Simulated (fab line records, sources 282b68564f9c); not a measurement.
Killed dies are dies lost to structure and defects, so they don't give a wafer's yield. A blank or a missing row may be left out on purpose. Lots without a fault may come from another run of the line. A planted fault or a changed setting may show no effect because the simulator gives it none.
A struck lot beside a sound one | flow rit_cmos | 28 steps out of a route of 202
Sound: wafers L727.1, L727.4, L727.5. Struck: wafers L734.2, L734.3, L734.6. The cause comes at the end.
At each step with rows: each side's tool, then ch and its chambers, then its first start. Under that, the readings that differ: sound wafers | struck wafers | difference of the means | sigmas: that difference in standard deviations of wafers without a fault.
alike: readings whose means differ by less than 2 such deviations, and words and numbers that are the same on both sides. not compared: withheld readings, readings that some wafer has no value for, bounds like >300 that may hide the same value, and numbers for which the record gives no deviation and whose values overlap.
The two part at a step that has a row with sigmas, a row that says differs or no value, or rows on one side only. Numbers that don't overlap but have no deviation are shown without sigmas and don't part them. A reading that every wafer of one side lacks parts them only if that side has two wafers or more.

RIT_ACTIVE_BOW_MEAS_00:
  sound on film_metro-02, day 2 06:00; struck on film_metro-04, day 3 17:01
  alike: INCOMING_BOW
RIT_ACTIVE_OXIDATION_01: target thk 46.8 nm, ox time 3360 s.
  sound on furnace-03 ch 0, day 2 06:07; struck on furnace-03 ch 0, day 3 17:07
  reading                                       | sound             | struck            | difference | sigmas
  model.SiO2_of_ACTIVE_OXIDATION_01.thk_nm (nm) | 46.76 46.84 46.71 | 52.51 51.35 52.77 | +5.44      |
  alike: spike_tc_source_C, zone_power_centre_pct
RIT_ACTIVE_THK_MEAS_02:
  sound on film_metro-02, day 2 08:03; struck on film_metro-02, day 3 19:04
  reading               | sound          | struck         | difference | sigmas
  ACTIVE_OXIDE_THK (nm) | 46.8 46.8 46.7 | 52.5 51.4 52.8 | +5.5       | +8
then, 1 step without rows for these wafers: RIT_ACTIVE_CVD_03 (deposits Si3N4 from SiH2Cl2/NH3, target thk 150 nm, time 1500 s).
RIT_ACTIVE_THK_MEAS_04:
  sound on film_metro-04, day 2 09:32; struck on film_metro-03, day 3 20:32
  reading                 | sound             | struck            | difference | sigmas
  ACTIVE_NITRIDE_THK (nm) | 150.6 149.5 151.0 | 148.2 146.3 148.0 | -2.9       | -2
then, 6 steps without rows for these wafers: RIT_ACTIVE_HMDS_05 (prime time 60 s); RIT_ACTIVE_COAT_06 (resist thk 1000 nm); RIT_ACTIVE_SOFTBAKE_07 (time 57.02 s); RIT_ACTIVE_EXPOSE_08 (exposes mask M1, target cd 1400 nm); RIT_ACTIVE_PEB_09; RIT_ACTIVE_DEVELOP_10 (develop time 50 s).
RIT_ACTIVE_CD_MEAS_11: target cd 1400 nm.
  sound on cd_sem-01, day 2 10:26; struck on cd_sem-01, day 3 21:35
  alike: cd_nm
then, 1 step without rows for these wafers: RIT_ACTIVE_HARDBAKE_12 (time 60 s).
RIT_ACTIVE_ETCH_13: etches Si3N4 in SF6, stops on SiO2, time 210 s, target depth 210 nm.
  sound on rie_diel-03 ch 0,2, day 2 10:43; struck on rie_diel-01 ch 1,3, day 3 21:50
  reading               | sound             | struck            | difference | sigmas
  oes_product_au (a.u.) | 0.853 0.824 0.854 | 0.823 0.808 0.809 | -0.030     | -3
  alike: drypump_motor_current_A, throttle_valve_pct
  not compared: rf_hours_counter_h
RIT_ACTIVE_STRIP_14: strips in O2, time 180 s.
  sound on plasma_asher-02 ch 0,1, day 2 10:50; struck on plasma_asher-02 ch 0,1, day 3 21:58
  alike: drypump_motor_current_A
  not compared: rf_hours_counter_h
RIT_ACTIVE_CD_MEAS_90: target cd 1400 nm.
  sound on cd_sem-02, day 2 11:01; struck on cd_sem-01, day 3 22:10
  alike: cd_nm
then, 4 steps without rows for these wafers: RIT_ACTIVE_CLEAN_15 (cleans in SC1, time 600 s); RIT_ACTIVE_CLEAN_16 (cleans in dHF, time 30 s); RIT_ACTIVE_CLEAN_17 (cleans in SC2, time 600 s); RIT_FOX1_OXIDATION_00 (target thk 350.7 nm, ox time 1130 s).
RIT_FOX1_THK_MEAS_01:
  sound on film_metro-03, day 2 13:29; struck on film_metro-02, day 4 01:26
  alike: FOX1_OXIDE_THK
then, 2 steps without rows for these wafers: RIT_FOX1_WET_ETCH_02 (etches SiO2 in BOE, target depth 350 nm, time 390 s); RIT_FOX2_OXIDATION_00 (target thk 350.7 nm, ox time 1130 s).
RIT_FOX2_THK_MEAS_01:
  sound on film_metro-02, day 2 15:00; struck on film_metro-04, day 4 02:56
  alike: FOX2_OXIDE_THK
then, 1 step without rows for these wafers: RIT_FOX2_CLEAN_02 (cleans in dHF, time 180 s).
RIT_FOX2_WET_ETCH_03: etches Si3N4 in H3PO4, target depth 195 nm, time 2700 s.
  sound on wet_bench-01 ch 2, day 2 15:07; struck on wet_bench-02 ch 0, day 4 03:02
  reading                                       | sound             | struck         | difference | sigmas
  model.SiO2_of_ACTIVE_OXIDATION_01.thk_nm (nm) | 41.09 41.24 41.01 | 46.13 45.67 47 | +5.15      |
RIT_FOX2_THK_MEAS_90:
  sound on film_metro-01, day 2 15:53; struck on film_metro-01, day 4 03:53
  alike: FIELD_OXIDE_LEFT_1_THK
RIT_M1_PROBE_99:
  sound on prober-01, day 4 06:34; struck on prober-02, day 5 17:33
  reading                             | sound             | struck            | difference | sigmas
  killed_open                         | 10 5 6            | 2 4 2             | -4         | -2
  model.etest.nldd.width_nm (nm)      | 3192 3182 3174    | 3148 3143 3133    | -41        |
  model.etest.pldd.width_nm (nm)      | 3191 3194 3188    | 3136 3144 3118    | -58        |
  model.etest.nmos_narrow.drive_ua_um | 204.2 200.3 208   | 184.7 194.6 187.7 | -15.2      |
  model.etest.pmos_narrow.drive_ua_um | 91.31 91.08 93.21 | 84.46 88.01 85.48 | -5.88      |
  alike: killed_at_contacts, killed_at_front_end, killed_dies, killed_on_rim, killed_short
  not compared: model.etest.pplus_sal.width_nm, model.etest.nplus_sal.width_nm

WHERE THEY PART
First at RIT_ACTIVE_THK_MEAS_02; last, within this record, at RIT_M1_PROBE_99.

WHY: what the simulator had put in
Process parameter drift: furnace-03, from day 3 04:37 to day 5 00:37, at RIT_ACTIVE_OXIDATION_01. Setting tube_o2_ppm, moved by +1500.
